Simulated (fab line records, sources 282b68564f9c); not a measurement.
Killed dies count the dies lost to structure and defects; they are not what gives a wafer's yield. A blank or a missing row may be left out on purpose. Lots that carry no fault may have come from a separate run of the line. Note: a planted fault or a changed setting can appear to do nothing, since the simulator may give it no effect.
2 desks, one fault -- flow rit cmos -- numbers are kept per desk, each desk with only its own; the story behind them comes last

METROLOGY DESK
Means of the sampled wafers that have a number, per lot and without regard to the tool the lot ran on: this is what the gauges read. If a lot's mean is further than 4 standard deviations from the usual mean, the lot is out of limits and carries the mark OUT (the distance appears in the brackets).
Columns: A = PLDD_OVL at RIT_PLDD_OVL_MEAS_06, usual -0.4 nm; B = CONTACT_OVL at RIT_CONTACT_OVL_MEAS_09, usual -0.2 nm; C = cd nm at RIT_CONTACT_CD_MEAS_90, usual 1000.3 nm
lot,first seen here,A,B,C
L112,day 3 03:01,0.8,1.1,1004.4
L113,day 3 05:13,0.1,-2.2,1000.2
L114,day 3 10:16,-2.2,3.0,1002.4
L115,day 3 15:37,-0.4,-1.7,1002.2
L116,day 3 21:03,-0.8,1.0,1000.7
L117,day 4 02:25,-0.2,-2.0,1003.6
L118,day 4 11:46,-0.8,0.6,998.7
L120,day 4 20:17,-0.9,-0.6,997.3
L123,day 5 07:53,-1.1,-0.0,999.4
L124,day 5 12:33,0.6,-1.5,998.4
L128,day 6 08:44,0.9,-1.3,999.4
L129,day 6 12:20,-2.4,0.7,997.8
L130,day 6 17:04,0.7,-0.5,999.6
L134,day 7 13:21,0.1,0.5,999.8
This desk's verdict: no lot among the 14 shows anything out of limits.

FOR THE TOOL OWNER'S DESK: litho track-03
Per lot that ran on this tool, the mean of the sampled wafers carrying a number, from the tool's own readings at RIT_PLDD_SOFTBAKE_02 (time 60 s). If a lot's mean is further than 4 standard deviations from the usual mean, the lot is out of limits and carries the mark OUT (the distance appears in the brackets).
Columns: A = heater power total W at RIT_PLDD_SOFTBAKE_02, usual 34.56 W; B = plate temp C at RIT_PLDD_SOFTBAKE_02, usual 89.98 C
lot,first seen here,A,B
L113,day 3 04:43,34.58,90.06
L115,day 3 14:58,34.56,89.97
L116,day 3 20:30,34.58,90.03
L117,day 4 01:53,34.60,89.84
L124,day 5 11:54,34.60,89.93
L129,day 6 11:47,33.88 (-13) OUT,88.79 (-9.9) OUT
L130,day 6 16:31,33.99 (-11) OUT,88.73 (-10) OUT
Finding of this desk: L129, L130 out of limits; the first was L129 at day 6 11:47, on heater power total W at RIT_PLDD_SOFTBAKE_02. L113, L115, L116, L117, L124: within limits.

BROUGHT TOGETHER
On L129, L130, at day 6 11:47, an alarm was possible from the tool owner's desk.
From the metrology desk's view, nothing was out of limits.
The metrology desk has L129, L130 on record, within its limits.
Every lot named ran RIT_PLDD_SOFTBAKE_02 on litho track-03.

WHAT HAD BEEN PUT IN BY THE SIMULATOR
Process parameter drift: litho track-03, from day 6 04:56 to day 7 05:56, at RIT_PLDD_SOFTBAKE_02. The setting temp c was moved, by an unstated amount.
Lots struck among those shown: L129, L130.
Time in hours from fault onset to the first out-of-limits reading at each desk: the tool owner's desk, 7.
